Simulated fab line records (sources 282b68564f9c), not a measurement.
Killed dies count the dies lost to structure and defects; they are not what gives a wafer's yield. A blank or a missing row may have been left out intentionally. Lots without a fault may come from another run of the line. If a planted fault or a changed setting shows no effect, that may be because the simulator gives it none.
Comparing a struck lot with a sound one :: flow rit cmos :: 26 out of 202 route steps
Sound: wafers L603.1, L603.5, L603.6. The struck wafers were L611.1, L611.5, L611.6. At the end, the cause is stated.
Order at every step that has rows: each side's tool, ch and its chambers, its first start. Under that, the readings that differ: sound wafers :: struck wafers :: difference of the means :: sigmas: that difference in standard deviations of wafers without a fault.
alike: a reading whose means differ by less than 2 such deviations, as well as words and numbers matching on both sides. not compared: withheld readings; readings where some wafer has no value; bounds like >300 that might hide an equal value; numbers whose values overlap and for which the record gives no deviation.
A row with sigmas, a row that says differs or no value, or rows on one side alone: a step with any of these is where the two part. Non-overlapping numbers with no deviation appear without sigmas and do not part them. A reading missing from all wafers of one side parts the sides only when that side holds two or more wafers.

first, 2 steps without rows for these wafers: RIT_REOX_CLEAN_02 (cleans in SC2, time 600 s); RIT_REOX_OXIDATION_03 (target thk 25.2 nm, ox time 5580 s).
RIT_REOX_THK_MEAS_04:
  sound: film metro-04 at day 3 03:20; struck: film metro-02 at day 4 18:27
  alike: REOX_OXIDE_THK
then, 6 steps without rows for these wafers: RIT_NLDD_HMDS_00 (prime time 60 s); RIT_NLDD_COAT_01 (resist thk 1000 nm); RIT_NLDD_SOFTBAKE_02 (time 60 s); RIT_NLDD_EXPOSE_03 (exposes mask M7, target cd 40700 nm); RIT_NLDD_PEB_04; RIT_NLDD_DEVELOP_05 (develop time 50 s).
RIT_NLDD_OVL_MEAS_06:
  sound: overlay-01 at day 3 04:14; struck: overlay-02 at day 4 19:22
  alike: NLDD_OVL
then, 2 steps without rows for these wafers: RIT_NLDD_HARDBAKE_07 (time 60 s); RIT_NLDD_IMPLANT_08.
RIT_NLDD_STRIP_09: strips in O2, time 180 s.
  sound on plasma asher-02 ch 0,1, day 3 04:35; struck on plasma asher-02 ch 0,1, day 4 19:41
reading: run length s (s)
sound: 208.8 208.3 208.5
struck: 72.3 72.1 72.2
difference: -136.3
sigmas: -99 or more

reading: model.NOVOLAK_of_NLDD_COAT_01.thk nm (nm)
sound: 0 0 0
struck: 156.6 154.7 155.4
difference: +155.6
sigmas: 
  alike: chamber pressure mTorr, drypump motor current A
  not compared: rf hours counter h
RIT_NLDD_TW_MEAS_10:
  sound: film metro-04 at day 3 04:45; struck: film metro-01 at day 4 19:52
  alike: NLDD_TW
then, 6 steps without rows for these wafers: RIT_PLDD_HMDS_00 (prime time 60 s); RIT_PLDD_COAT_01 (resist thk 1000 nm); RIT_PLDD_SOFTBAKE_02 (time 60 s); RIT_PLDD_EXPOSE_03 (exposes mask M8, target cd 40900 nm); RIT_PLDD_PEB_04; RIT_PLDD_DEVELOP_05 (develop time 50 s).
RIT_PLDD_OVL_MEAS_06:
  sound: overlay-01 at day 3 05:40; struck: overlay-02 at day 4 20:54
  alike: PLDD_OVL
then, 2 steps without rows for these wafers: RIT_PLDD_HARDBAKE_07 (time 60 s); RIT_PLDD_IMPLANT_08.
RIT_PLDD_STRIP_09: strips in O2, time 180 s.
  sound on plasma asher-02 ch 0,1, day 3 06:00; struck on plasma asher-04 ch 0,1, day 4 21:14
  alike: chamber pressure mTorr, drypump motor current A, run length s
  not compared: rf hours counter h
RIT_PLDD_TW_MEAS_10:
  sound: film metro-04 at day 3 06:10; struck: film metro-02 at day 4 21:25
reading: PLDD_TW
sound: 2343 2351 2349
struck: 30 30 30
difference: -2318
sigmas: -63
then, 1 step without rows for these wafers: RIT_SPACER_CLEAN_00 (cleans in SC1, time 600 s).

WHERE THEY PART
Last at RIT_PLDD_TW_MEAS_10 as far as this record goes, first at RIT_NLDD_STRIP_09.

WHY: whatever the simulator had introduced
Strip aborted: plasma asher-02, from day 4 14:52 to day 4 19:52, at RIT_NLDD_STRIP_09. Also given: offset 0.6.
